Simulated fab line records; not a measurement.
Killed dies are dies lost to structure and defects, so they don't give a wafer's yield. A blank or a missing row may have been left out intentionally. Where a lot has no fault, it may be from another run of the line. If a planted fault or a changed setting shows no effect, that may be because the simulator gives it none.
Which tool did it? / flow berkeleyCmos170 / 42 wafers from 14 lots sampled at 4 of the route's 331 steps

## WHAT THE GAUGES SHOWED, per wafer
UCB170_PSD_OVL_MEAS_07.
lot=L167; measured=day 7 01:55; on=overlay-01; PSD_OVL (nm)=4 0 4
lot=L168; measured=day 7 01:25; on=overlay-02; PSD_OVL (nm)=-2 3 -3
lot=L169; measured=day 7 02:02; on=overlay-02; PSD_OVL (nm)=-3 4 0
lot=L170; measured=day 7 13:31; on=overlay-02; PSD_OVL (nm)=-7 -3 -9
lot=L172; measured=day 7 13:31; on=overlay-01; PSD_OVL (nm)=-8 -9 -7
lot=L173; measured=day 8 02:59; on=overlay-02; PSD_OVL (nm)=-5 -7 -11
lot=L175; measured=day 8 19:20; on=overlay-01; PSD_OVL (nm)=-4 0 -5
lot=L177; measured=day 9 06:11; on=overlay-01; PSD_OVL (nm)=-2 -4 3
lot=L178; measured=day 9 06:04; on=overlay-01; PSD_OVL (nm)=-4 0 -6
lot=L180; measured=day 9 20:34; on=overlay-02; PSD_OVL (nm)=-4 -5 -6
lot=L181; measured=day 10 02:11; on=overlay-01; PSD_OVL (nm)=-1 2 5
lot=L186; measured=day 10 07:18; on=overlay-02; PSD_OVL (nm)=-2 2 -3
lot=L189; measured=day 11 13:31; on=overlay-02; PSD_OVL (nm)=-2 -9 -9
lot=L190; measured=day 11 22:06; on=overlay-02; PSD_OVL (nm)=-2 -4 2

UCB170_CONTACT_THK_MEAS_02.
lot=L167; measured=day 7 08:14; on=filmMetro-02; CONTACT_PSG_THK (nm)=694 695 690
lot=L168; measured=day 7 09:01; on=filmMetro-03; CONTACT_PSG_THK (nm)=707 699 704
lot=L169; measured=day 7 10:01; on=filmMetro-01; CONTACT_PSG_THK (nm)=694 698 697
lot=L170; measured=day 7 22:29; on=filmMetro-03; CONTACT_PSG_THK (nm)=697 701 697
lot=L172; measured=day 7 22:29; on=filmMetro-02; CONTACT_PSG_THK (nm)=711 702 707
lot=L173; measured=day 8 13:26; on=filmMetro-03; CONTACT_PSG_THK (nm)=710 709 701
lot=L175; measured=day 9 05:38; on=filmMetro-03; CONTACT_PSG_THK (nm)=699 694 701
lot=L177; measured=day 9 15:22; on=filmMetro-02; CONTACT_PSG_THK (nm)=693 701 698
lot=L178; measured=day 9 15:23; on=filmMetro-01; CONTACT_PSG_THK (nm)=714 717 716
lot=L180; measured=day 10 02:40; on=filmMetro-03; CONTACT_PSG_THK (nm)=696 698 691
lot=L181; measured=day 10 09:52; on=filmMetro-03; CONTACT_PSG_THK (nm)=688 696 689
lot=L186; measured=day 10 14:52; on=filmMetro-03; CONTACT_PSG_THK (nm)=699 704 706
lot=L189; measured=day 11 19:15; on=filmMetro-02; CONTACT_PSG_THK (nm)=690 691 695
lot=L190; measured=day 12 06:38; on=filmMetro-01; CONTACT_PSG_THK (nm)=698 698 697

UCB170_M2_OVL_MEAS_16.
lot=L167; measured=day 8 00:47; on=overlay-02; M2_OVL (nm)=7 7 6
lot=L168; measured=day 8 01:53; on=overlay-01; M2_OVL (nm)=-4 -2 0
lot=L169; measured=day 8 02:00; on=overlay-02; M2_OVL (nm)=0 -2 -1
lot=L170; measured=day 8 12:10; on=overlay-02; M2_OVL (nm)=3 3 4
lot=L172; measured=day 8 11:49; on=overlay-01; M2_OVL (nm)=-1 -6 1
lot=L173; measured=day 9 04:29; on=overlay-02; M2_OVL (nm)=-1 -7 -4
lot=L175; measured=day 9 21:23; on=overlay-02; M2_OVL (nm)=-1 5 -2
lot=L177; measured=day 10 07:35; on=overlay-01; M2_OVL (nm)=8 4 6
lot=L178; measured=day 10 07:29; on=overlay-02; M2_OVL (nm)=1 4 1
lot=L180; measured=day 10 19:44; on=overlay-01; M2_OVL (nm)=0 -2 -1
lot=L181; measured=day 11 03:06; on=overlay-01; M2_OVL (nm)=3 11 4
lot=L186; measured=day 11 05:10; on=overlay-01; M2_OVL (nm)=5 2 -5
lot=L189; measured=day 12 10:58; on=overlay-02; M2_OVL (nm)=4 6 0
lot=L190; measured=day 13 00:28; on=overlay-01; M2_OVL (nm)=-6 -1 1

## WHICH TOOL RAN EACH LOT (tool, then ch and the chambers of the sampled wafers, then the start)
lot=L167; UCB170_SACOX_CLEAN_00=wetBench-04 ch 1, day 5 04:25
lot=L168; UCB170_SACOX_CLEAN_00=wetBench-04 ch 3, day 5 08:11
lot=L169; UCB170_SACOX_CLEAN_00=wetBench-04 ch 1, day 5 08:11
lot=L170; UCB170_SACOX_CLEAN_00=wetBench-04 ch 0, day 5 20:18
lot=L172; UCB170_SACOX_CLEAN_00=wetBench-04 ch 1, day 5 20:18
lot=L173; UCB170_SACOX_CLEAN_00=wetBench-04 ch 0, day 6 07:05
lot=L175; UCB170_SACOX_CLEAN_00=wetBench-04 ch 1, day 6 22:21
lot=L177; UCB170_SACOX_CLEAN_00=wetBench-04 ch 1, day 7 11:05
lot=L178; UCB170_SACOX_CLEAN_00=wetBench-04 ch 0, day 7 11:05
lot=L180; UCB170_SACOX_CLEAN_00=wetBench-04 ch 2, day 8 01:56
lot=L181; UCB170_SACOX_CLEAN_00=wetBench-04 ch 2, day 8 09:45
lot=L186; UCB170_SACOX_CLEAN_00=wetBench-01 ch 1, day 8 18:43
lot=L189; UCB170_SACOX_CLEAN_00=wetBench-01 ch 2, day 9 18:04
lot=L190; UCB170_SACOX_CLEAN_00=wetBench-02 ch 1, day 9 21:59
- UCB170_SACOX_CLEAN_00: cleans in dHF, time 7.5 s.

## WHAT THE TOOLS THEMSELVES READ (means of the sampled wafers that have a number; where no wafer has one, the mark that the record gives instead)
The record holds no such reading with a usual standard deviation.

## THE ANSWER, worked out from the rows above alone
Rule: what is usual is taken from the lots themselves. The widest of any qualifying gaps counts: lots, ordered by their means at a reading, are off when they make up no more than a third of the lots, leave a main group of 4 or more, and stand apart from it by 3 or more times the standard deviation of that group's means. The tables above print the reading to a certain number of digits; a main group whose means all agree to those digits is not used. Also off: a lot with no number at a reading for which 4 or more lots have one. The other lots that the step has rows for count as sound. The gauges are gone through in route order, then the tools' own readings, and for those a lot's mean is taken as printed above. At the first step where some lot is off, the reading lying furthest off is the one used; lots without a number count as furthest.
Across all readings shown, no lot is off: no conclusion can be drawn from this.

## WHAT HAD BEEN PUT IN BY THE SIMULATOR
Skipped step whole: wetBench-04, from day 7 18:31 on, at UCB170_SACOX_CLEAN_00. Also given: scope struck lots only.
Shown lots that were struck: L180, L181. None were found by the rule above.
